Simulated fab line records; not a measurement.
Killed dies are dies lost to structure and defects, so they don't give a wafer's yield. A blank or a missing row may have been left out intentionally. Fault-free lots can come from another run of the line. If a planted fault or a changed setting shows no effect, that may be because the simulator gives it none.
fab line records	flow berkeleyCmos170
record: lots: 15	wafers: 45	lastDay: 13
route steps=331 shown CONTACT@222
lots that met no fault: from a run of the same line without faults
startH: hours from the record's first day to the start of the lot's first wafer shown	waitH: hours from the lot's prior step to this one	" identical to the entry in the row above	L1.1+2: a row that stands for several wafers	- no value, or no start was given	* or withheld: withheld	< > ~ a bound
route shown NAME@n: NAME is a module with steps in the file, n the number in the route of the first one	usual: the fault-free wafers' mean and standard deviation	same: alike in all rows	chamber/n: place in a boat	sites: each site's reading	_std_site: the standard deviation of these	_edge_site: inner sites' mean taken away from outer sites' mean	radiusMm: for every site, how far away it sits from the centre of the wafer	mask NAME#n: copy n	behind: the tool/chamber that last shaped the wafer	hold: reason for holding the lot/hours on hold/outcome of the hold	device: whichever transistor did not switch (one of n, p or np)	end of line: the same wafers' tests at the end of the route	a step given without rows: its recipe and nothing more	killed: not the wafer's yield, but the dies lost to structure and defects at the first sort	map: shows each die of a wafer: x if killed, . if not, _ if none is there
set.NAME: the setting the step ran with; set.NAME@STEP: the setting that earlier step ran with	model.NAME: the simulator's own value behind a step, which no gauge read
the route's steps for a sample of lots (tables are steps, rows are wafers)
services: when a tool's chamber went out of use (startH, in hours from the record's first day, below 0 if earlier), for how many hours, and the reason
== steps ==
step: UCB170_CONTACT_STRIP_06
recipe: chemistry: O2	powerW: 400	pressureMtorr: 3500	platenTempC: withheld	o2FlowSccm: 400	overashFraction: 0.5
usual: chamberPressureMTorr: 3499.6/3	drypumpMotorCurrentA: 5.7/0.35	oesProductAu: 0.735/0.0044	stripTimeToEndpointS: 22.00/0.056
lot.wafer	tool	chamber	startH	waitH	chamberPressureMTorr	drypumpMotorCurrentA	oesProductAu	rfHoursCounterH	stripTimeToEndpointS
L354.3	plasmaAsher-02	1	165.14	0.1	3505.5	5.5	0.732	-	21.96
L354.5	"	1	"	"	3503.4	5.5	0.739	-	21.91
L354.6	"	0	"	"	3502.1	5.7	0.731	-	21.92
L356.2	plasmaAsher-03	0	165.65	0.1	3496.9	5.9	0.735	7	21.88
L356.4	"	1	"	"	3501.2	6.3	0.732	-	21.97
L356.6	"	0	"	"	3500.4	6.0	0.736	-	21.99
L357.1	plasmaAsher-02	1	167.00	0.1	3502.0	5.4	0.746	24	22.08
L357.4	"	1	"	"	3494.5	5.5	0.736	-	22.01
L357.6	"	0	"	"	3499.5	5.7	0.733	-	22.03
L355.1	plasmaAsher-03	0	170.11	0.1	3503.2	5.9	0.742	7	22.05
L355.3	"	1	"	"	3501.1	6.3	0.739	-	21.98
L355.6	"	0	"	"	3500.0	5.9	0.739	-	22.03
L358.1	plasmaAsher-02	1	170.23	0.1	3498.3	5.4	0.735	24	21.86
L358.3	"	1	"	"	3500.3	5.5	0.730	-	21.93
L358.4	"	0	"	"	3499.9	5.7	0.736	-	21.92
L361.2	plasmaAsher-02	0	193.03	0.1	3503.3	5.7	0.739	27	22.03
L361.3	"	0	"	"	3497.5	5.7	0.737	-	22.02
L361.5	"	0	"	"	3501.6	5.7	0.730	-	22.06
L365.2	plasmaAsher-02	0	215.97	0.1	3496.4	5.7	0.731	29	21.92
L365.3	"	0	"	"	3494.2	5.7	0.733	-	21.94
L365.6	"	1	"	"	3500.6	5.5	0.731	-	21.97
L364.1	plasmaAsher-02	1	228.32	0.1	3491.6	5.5	0.737	31	21.98
L364.2	"	0	"	"	3496.9	5.7	0.732	31	21.92
L364.3	"	0	"	"	3498.0	5.7	0.730	-	21.92
L366.2	plasmaAsher-01	0	228.32	0.1	3495.0	5.8	0.737	57	22.17
L366.4	"	1	"	"	3498.3	5.2	0.739	-	22.07
L366.5	"	0	"	"	3503.0	5.8	0.743	-	22.09
L367.1	plasmaAsher-03	1	228.32	0.1	3499.7	6.3	0.737	14	21.96
L367.4	"	1	"	"	3500.3	6.3	0.738	-	21.95
L367.5	"	0	"	"	3502.5	5.9	0.737	-	21.94
L371.1	plasmaAsher-03	0	250.14	0.1	3503.8	5.9	0.731	16	22.05
L371.4	"	1	"	"	3497.9	6.3	0.742	-	22.08
L371.5	"	1	"	"	3500.5	6.3	0.730	-	22.05
L372.1	plasmaAsher-01	0	250.42	0.1	3497.4	5.8	0.736	60	22.02
L372.2	"	1	"	"	3500.7	5.2	0.729	60	21.97
L372.3	"	0	"	"	3505.1	5.8	0.742	-	22.03
L374.1	plasmaAsher-01	1	257.16	0.1	3502.2	5.2	0.740	61	22.06
L374.2	"	0	"	"	3496.0	5.8	0.731	61	22.12
L374.3	"	0	"	"	3495.8	5.8	0.735	-	22.04
L375.1	plasmaAsher-01	0	273.57	0.1	3499.7	5.8	0.730	63	22.06
L375.3	"	1	"	"	3496.7	5.2	0.738	-	21.96
L375.6	"	1	"	"	3498.4	5.2	0.734	-	22.00
L377.2	plasmaAsher-01	0	284.48	0.1	3494.3	5.8	0.733	64	22.00
L377.4	"	1	"	"	3497.9	5.2	0.733	-	21.95
L377.5	"	0	"	"	3506.1	5.8	0.736	-	21.96
step: UCB170_CONTACT_RTA_08
recipe: tempC: 900	timeS: 10	ambient: N2
usual: chamberO2Ppm: 2.008/0.025	lampPowerPct: 23.91/0.11	wafer_temp_C_max: 902.4/0.55
lot.wafer	tool	chamber	startH	waitH	chamberO2Ppm	lampPowerPct	wafer_temp_C_max
L354.3	rtpAnneal-02	0	165.42	0.0	2.028	23.78	903.1
L354.5	"	0	"	"	2.005	23.81	902.7
L354.6	"	0	"	"	2.030	23.79	903.6
L356.2	rtpAnneal-02	0	166.04	0.0	2.005	23.77	902.5
L356.4	"	0	"	"	1.999	23.78	901.9
L356.6	"	0	"	"	2.037	23.80	903.5
L357.1	rtpAnneal-01	0	167.52	0.0	1.974	24.02	902.3
L357.4	"	0	"	"	1.979	23.98	902.7
L357.6	"	0	"	"	2.013	24.04	902.6
L355.1	rtpAnneal-01	0	170.39	0.0	1.980	24.04	902.2
L355.3	"	0	"	"	1.992	24.02	902.3
L355.6	"	0	"	"	1.958	24.02	902.2
L358.1	rtpAnneal-02	0	170.52	0.0	1.991	23.84	902.9
L358.3	"	0	"	"	1.971	23.76	902.8
L358.4	"	0	"	"	1.978	23.83	903.4
L361.2	rtpAnneal-01	0	193.69	0.0	1.965	24.04	902.2
L361.3	"	0	"	"	1.978	24.02	902.6
L361.5	"	0	"	"	1.991	24.04	902.6
L365.2	rtpAnneal-02	0	216.26	0.0	2.023	23.81	902.2
L365.3	"	0	"	"	2.005	23.75	902.7
L365.6	"	0	"	"	2.028	23.83	902.4
L367.1	rtpAnneal-02	0	228.60	0.0	2.012	23.82	901.7
L367.4	"	0	"	"	2.020	23.77	901.9
L367.5	"	0	"	"	2.009	23.83	902.7
L366.2	rtpAnneal-01	0	228.61	0.0	1.974	24.01	902.1
L366.4	"	0	"	"	1.986	24.04	903.1
L366.5	"	0	"	"	1.989	24.00	901.6
L364.1	rtpAnneal-02	0	228.66	0.1	2.011	23.80	902.7
L364.2	"	0	"	"	1.982	23.77	901.8
L364.3	"	0	"	"	1.990	23.79	902.1
L371.1	rtpAnneal-02	0	250.41	0.0	2.013	23.76	902.1
L371.4	"	0	"	"	2.039	23.81	901.2
L371.5	"	0	"	"	2.042	23.77	902.1
L372.1	rtpAnneal-01	0	250.69	0.0	2.032	24.04	902.2
L372.2	"	0	"	"	2.053	24.03	902.0
L372.3	"	0	"	"	1.998	23.97	903.0
L374.1	rtpAnneal-01	0	257.43	0.0	2.039	24.02	902.4
L374.2	"	0	"	"	2.018	24.04	902.4
L374.3	"	0	"	"	1.995	24.01	903.1
L375.1	rtpAnneal-01	0	274.04	0.0	2.035	24.02	902.7
L375.3	"	0	"	"	2.037	23.98	901.4
L375.6	"	0	"	"	1.997	24.03	901.9
L377.2	rtpAnneal-01	0	284.80	0.0	2.040	24.01	902.7
L377.4	"	0	"	"	1.979	24.03	902.8
L377.5	"	0	"	"	1.998	24.05	901.7
step: UCB170_CONTACT_ETCH_18
recipe: chemistry: CHF3/CF4/Ar	target: PSG	stopOn: TiSi2	CHF3_flow_sccm: 45	cf4FlowSccm: 15	Ar_flow_sccm: 150	pressureMtorr: 200	rfW: 700	targetDepthA: 8400	overEtchFrac: 0.2	timeS: 195
usual: drypumpMotorCurrentA: 5.7/0.48	oesProductAu: 0.886/0.012	throttleValvePct: 6.98/0.13
lot.wafer	tool	chamber	startH	waitH	drypumpMotorCurrentA	oesProductAu	rfHoursCounterH	throttleValvePct
L354.3	rieDiel-02	1	-	-	5.6	0.878	13	6.84
L354.5	"	2	"	"	5.1	0.890	-	7.13
L354.6	"	1	"	"	5.5	0.891	-	6.85
L356.2	rieDiel-04	1	-	-	6.2	0.894	151	7.01
L356.4	"	2	"	"	5.2	0.910	142	6.86
L356.6	"	0	"	"	5.7	0.878	-	6.85
L357.1	rieDiel-01	1	-	-	5.2	0.884	53	6.86
L357.4	"	3	"	"	5.8	0.867	-	7.17
L357.6	"	2	"	"	5.9	0.876	-	7.08
L355.1	rieDiel-02	0	-	-	6.7	0.902	2	6.80
L355.3	"	3	"	"	6.0	0.887	40	7.02
L355.6	"	0	"	"	6.7	0.900	-	6.80
L358.1	rieDiel-04	0	-	-	5.8	0.867	62	6.86
L358.3	"	3	"	"	5.6	0.894	114	7.01
L358.4	"	1	"	"	6.2	0.896	151	7.02
L361.2	rieDiel-04	3	-	-	5.6	0.903	116	7.05
L361.3	"	0	"	"	5.8	0.881	64	6.85
L361.5	"	3	"	"	5.6	0.887	-	7.01
L365.2	rieDiel-04	0	-	-	5.8	0.878	65	6.86
L365.3	"	2	"	"	5.2	0.908	144	6.86
L365.6	"	3	"	"	5.6	0.907	-	7.03
L367.1	rieDiel-02	2	-	-	5.1	0.882	122	7.14
L367.4	"	3	"	"	6.0	0.883	42	7.02
L367.5	"	0	"	"	6.7	0.897	-	6.81
L366.2	rieDiel-04	1	-	-	6.2	0.875	2	7.01
L366.4	"	3	"	"	5.6	0.898	-	7.03
L366.5	"	1	"	"	6.2	0.874	-	7.02
L364.1	rieDiel-02	2	-	-	5.1	0.883	122	7.15
L364.2	"	0	"	"	6.7	0.902	4	6.79
L364.3	"	1	"	"	5.5	0.890	16	6.84
L371.1	rieDiel-02	2	-	-	5.1	0.875	124	7.14
L371.4	"	1	"	"	5.5	0.887	17	6.85
L371.5	"	3	"	"	6.0	0.872	-	7.03
L372.1	rieDiel-04	0	-	-	5.7	0.872	67	6.87
L372.2	"	1	"	"	6.2	0.883	3	7.02
L372.3	"	2	"	"	5.2	0.875	0	6.84
L374.1	rieDiel-02	3	-	-	6.0	0.886	43	7.04
L374.2	"	0	"	"	6.7	0.903	6	6.80
L374.3	"	2	"	"	5.1	0.874	124	7.14
L375.1	rieDiel-01	0	-	-	4.9	0.869	5	7.18
L375.3	"	2	"	"	5.9	0.858	125	7.06
L375.6	"	0	"	"	4.9	0.867	-	7.19
L377.2	rieDiel-02	1	-	-	5.6	0.878	19	6.83
L377.4	"	2	"	"	5.1	0.867	125	7.14
L377.5	"	0	"	"	6.7	0.905	-	6.79
step: UCB170_CONTACT_STRIP_19
recipe: chemistry: O2	powerW: 400	pressureMtorr: 3500	platenTempC: withheld	o2FlowSccm: 400	overashFraction: 0.5
usual: chamberPressureMTorr: 3500/3.2	drypumpMotorCurrentA: 5.8/0.35	oesProductAu: 0.725/0.0044
lot.wafer	tool	chamber	startH	waitH	chamberPressureMTorr	drypumpMotorCurrentA	oesProductAu	rfHoursCounterH
L354.3	plasmaAsher-02	0	166.91	-	3501	5.7	0.729	-
L354.5	"	0	"	"	3498	5.7	0.727	-
L354.6	"	1	"	"	3499	5.4	0.722	-
L356.2	plasmaAsher-01	0	167.63	-	3501	5.8	0.726	51
L356.4	"	1	"	"	3493	5.2	0.729	-
L356.6	"	0	"	"	3498	5.8	0.726	-
L357.1	plasmaAsher-03	0	168.95	-	3497	5.9	0.712	7
L357.4	"	0	"	"	3496	5.9	0.720	-
L357.6	"	0	"	"	3502	5.9	0.724	-
L355.1	plasmaAsher-01	1	171.74	-	3502	5.2	0.725	51
L355.3	"	0	"	"	3504	5.8	0.722	-
L355.6	"	1	"	"	3498	5.2	0.726	-
L358.1	plasmaAsher-03	0	172.13	-	3500	5.9	0.731	7
L358.3	"	1	"	"	3505	6.3	0.727	-
L358.4	"	0	"	"	3502	5.9	0.723	-
L361.2	plasmaAsher-03	1	195.04	-	3502	6.3	0.726	10
L361.3	"	0	"	"	3498	5.9	0.731	-
L361.5	"	0	"	"	3501	5.9	0.722	-
L365.2	plasmaAsher-03	1	217.60	-	-	-	-	-
L365.3	"	1	"	"	-	-	-	-
L365.6	"	1	"	"	-	-	-	-
L367.1	plasmaAsher-03	1	229.83	-	-	-	-	-
L367.4	"	0	"	"	-	-	-	-
L367.5	"	1	"	"	-	-	-	-
L366.2	plasmaAsher-02	0	230.07	-	-	-	-	-
L366.4	"	0	"	"	-	-	-	-
L366.5	"	0	"	"	-	-	-	-
L364.1	plasmaAsher-01	0	230.37	-	3506	5.8	0.737	58
L364.2	"	1	"	"	3499	5.2	0.726	58
L364.3	"	1	"	"	3500	5.2	0.720	-
L371.1	plasmaAsher-02	0	251.81	-	3503	5.7	0.720	33
L371.4	"	1	"	"	3503	5.4	0.728	-
L371.5	"	0	"	"	3502	5.7	0.732	-
L372.1	plasmaAsher-03	0	252.16	-	3498	5.9	0.725	16
L372.2	"	1	"	"	3503	6.3	0.722	16
L372.3	"	0	"	"	3502	5.9	0.725	-
L374.1	plasmaAsher-02	1	258.82	-	3497	5.5	0.726	34
L374.2	"	0	"	"	3495	5.7	0.725	34
L374.3	"	1	"	"	3501	5.5	0.725	-
L375.1	plasmaAsher-03	1	275.44	-	3503	6.3	0.718	18
L375.3	"	0	"	"	3500	5.9	0.731	-
L375.6	"	0	"	"	3499	5.9	0.723	-
L377.2	plasmaAsher-03	1	286.15	-	3498	6.3	0.727	19
L377.4	"	0	"	"	3498	5.9	0.727	-
L377.5	"	0	"	"	3501	5.9	0.731	-
== services ==
tool	chamber	startH	hours	kind
rieDiel-04	3	143.84	4.8	repair
rieDiel-02	3	150.23	5.8	repair
rtpAnneal-02	-	154.33	4.0	pm
rieDiel-01	0	158.61	-	clean
rieDiel-01	0	158.61	16.3	scheduledDown
rieDiel-01	0	158.61	16.3	ventCycle
rieDiel-04	1	175.18	-	clean
rieDiel-04	1	175.18	12.0	scheduledDown
rieDiel-04	1	175.18	12.0	ventCycle
rieDiel-02	3	178.85	6.7	repair
rieDiel-01	3	188.00	1.7	repair
rieDiel-02	-	201.74	1.0	repair
rieDiel-02	-	216.57	4.0	repair
rieDiel-04	2	219.34	-	clean
rieDiel-04	2	219.34	25.7	scheduledDown
rieDiel-04	2	219.34	25.7	ventCycle
rieDiel-01	-	229.87	1.3	repair
plasmaAsher-03	-	265.49	5.8	repair
rieDiel-04	2	269.22	2.6	repair
plasmaAsher-01	-	274.83	2.8	repair
rieDiel-04	2	276.75	3.3	repair
plasmaAsher-01	-	279.22	0.4	repair
== key ==
firstSign: step: UCB170_CONTACT_STRIP_19	reading: toolRecord	direction: missing
effect none on later readings
metAt UCB170_CONTACT_STRIP_19
struckLots L365,L366,L367
laterRowsLeftOut L365.2,L365.3,L365.6,L366.2,L366.4,L366.5,L367.1,L367.4,L367.5
sortLeftOut L365.2,L365.3,L365.6,L366.2,L366.4,L366.5,L367.1,L367.4,L367.5
testerLeftOut L365,L366,L367
notActingAt UCB170_CONTACT_STRIP_06,UCB170_CONTACT_RTA_08,UCB170_CONTACT_ETCH_18
onsetBetween 195.04 217.60
fault: kind: skippedStepWhole	tool: plasmaAsher-02,plasmaAsher-03	chamber: -	onsetH: 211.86	steps: UCB170_CONTACT_STRIP_19	scope: struckLotsOnly
testerLeftOut: of these lots the tester's yield and bins aren't shown, on N5 and GAA mostly nor the transistor test; their killed dies are dies lost to structure and defects alone, not to doping, threshold or leakage, so they don't give the yield
sortLeftOut: the simulated sort isn't trusted on such a fault, so these wafers' sort isn't shown, and their yield isn't known
laterRowsLeftOut: the simulator's readings of these wafers behind a module that went badly wrong aren't trusted and aren't shown, but for the sort
